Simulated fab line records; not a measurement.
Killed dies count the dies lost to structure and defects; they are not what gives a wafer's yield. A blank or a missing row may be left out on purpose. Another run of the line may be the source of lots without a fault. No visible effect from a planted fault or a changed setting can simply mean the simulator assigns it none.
A lot that was struck, set against a sound lot	flow rit-cmos	17 out of 202 route steps
Sound: the wafers L274.1, L274.4, L274.5. Struck: wafers L283.1, L283.2, L283.5. The cause is given at the end.
Order at every step that has rows: each side's tool, ch and its chambers, its first start. Under that, the readings that differ: sound wafers	struck wafers	difference of the means	sigmas: that difference in standard deviations of wafers without a fault.
alike: readings with means less than 2 such deviations apart, plus words and numbers identical on both sides. not compared: withheld readings, readings lacking a value on some wafer, bounds such as >300 that could conceal the same value, and numbers that have no deviation in the record and whose values overlap.
Wherever a step has rows on one side only, a row that says differs or no value, or a row with sigmas, the two part there. Numbers that don't overlap but have no deviation are shown without sigmas and don't part them. A reading missing from all wafers of one side parts the sides only when that side holds two or more wafers.

RIT_PWELL_TW_MEAS_10:
  struck on film-metro-02, day 4 18:07; sound on film-metro-01, day 2 19:23
  alike: PWELL_TW
then, 1 step without rows for these wafers: RIT_WELLDRIVE_ANNEAL_00 (time 14700 s).
RIT_WELLDRIVE_RS_MEAS_01: the measuring method here is four-point-probe.
  struck on film-metro-01, day 4 23:32; sound on film-metro-04, day 3 00:51
  alike: NWELL_RS
RIT_WELLDRIVE_RS_MEAS_02: the measuring method here is four-point-probe.
  struck on film-metro-01, day 4 23:40; sound on film-metro-04, day 3 00:58
  alike: PWELL_RS
then, 6 steps without rows for these wafers: RIT_NRETRO_HMDS_00 (prime time 60 s); RIT_NRETRO_COAT_01 (resist thk 1300 nm); RIT_NRETRO_SOFTBAKE_02 (time 60 s); RIT_NRETRO_EXPOSE_03 (exposes mask M4, target cd 43900 nm); RIT_NRETRO_PEB_04; RIT_NRETRO_DEVELOP_05 (develop time 68 s).
RIT_NRETRO_OVL_MEAS_06:
  struck on overlay-02, day 5 00:48; sound on overlay-02, day 3 01:58
  alike: NRETRO_OVL
then, 1 step without rows for these wafers: RIT_NRETRO_HARDBAKE_07 (time 120 s).
RIT_NRETRO_IMPLANT_08:
  sound on implanter-03 ch 0, day 3 02:15; struck on implanter-03 ch 0, day 5 01:05
reading	sound	struck	difference	sigmas
beam-energy-keV	69.995 69.968 69.998	79.103 79.095 79.059	+9.099	+99 or more
model.implant.rp-nm (nm)	85.56 85.56 85.56	97.21 97.21 97.21	+11.65	
model.implant.drp-nm (nm)	33.94 33.94 33.94	37.58 37.58 37.58	+3.64	
  alike: dose-ions-cm2
RIT_NRETRO_STRIP_09: strips in O2, time 180 s.
  sound on plasma-asher-01 ch 0,1, day 3 02:24; struck on plasma-asher-04 ch 0,1, day 5 01:14
  alike: drypump-motor-current-A, o2-flow-sccm
  not compared: rf-hours-counter-h
RIT_NRETRO_TW_MEAS_10:
  struck on film-metro-03, day 5 01:25; sound on film-metro-04, day 3 02:35
reading	sound	struck	difference	sigmas
NRETRO_TW	1058 1058 1062	1087 1083 1087	+26	+3
then, 1 step without rows for these wafers: RIT_PRETRO_HMDS_00 (prime time 60 s).
RIT_M1_PROBE_99:
  struck on prober-01, day 6 05:40; sound on prober-01, day 4 08:21
reading	sound	struck	difference	sigmas
model.etest.cap-p-gate.c-min-ff-um2	2.328 2.35 2.352	2.269 2.26 2.268	-0.078	
model.etest.pmos_0p3.vt-v (V)	-0.5112 -0.5097 -0.5007	-0.5233 -0.5237 -0.5288	-0.0181	
model.etest.pmos-narrow.vt-v (V)	-0.4925 -0.4887 -0.479	-0.4999 -0.5019 -0.5055	-0.0157	
model.etest.pmos_0p3.vt-sat-v (V)	-0.489 -0.4881 -0.4771	-0.4987 -0.499 -0.5074	-0.0170	
  alike: killed-at-contacts, killed-at-front-end, killed-dies, killed-open, killed-short

== WHERE THEY PART ==
First at RIT_NRETRO_IMPLANT_08; last, within this record, at RIT_NRETRO_TW_MEAS_10. Later steps at which nothing parts them and some readings are alike: RIT_M1_PROBE_99.

WHY: what the simulator had put in
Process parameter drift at RIT_NRETRO_IMPLANT_08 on implanter-03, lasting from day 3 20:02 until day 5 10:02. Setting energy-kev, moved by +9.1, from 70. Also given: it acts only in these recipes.
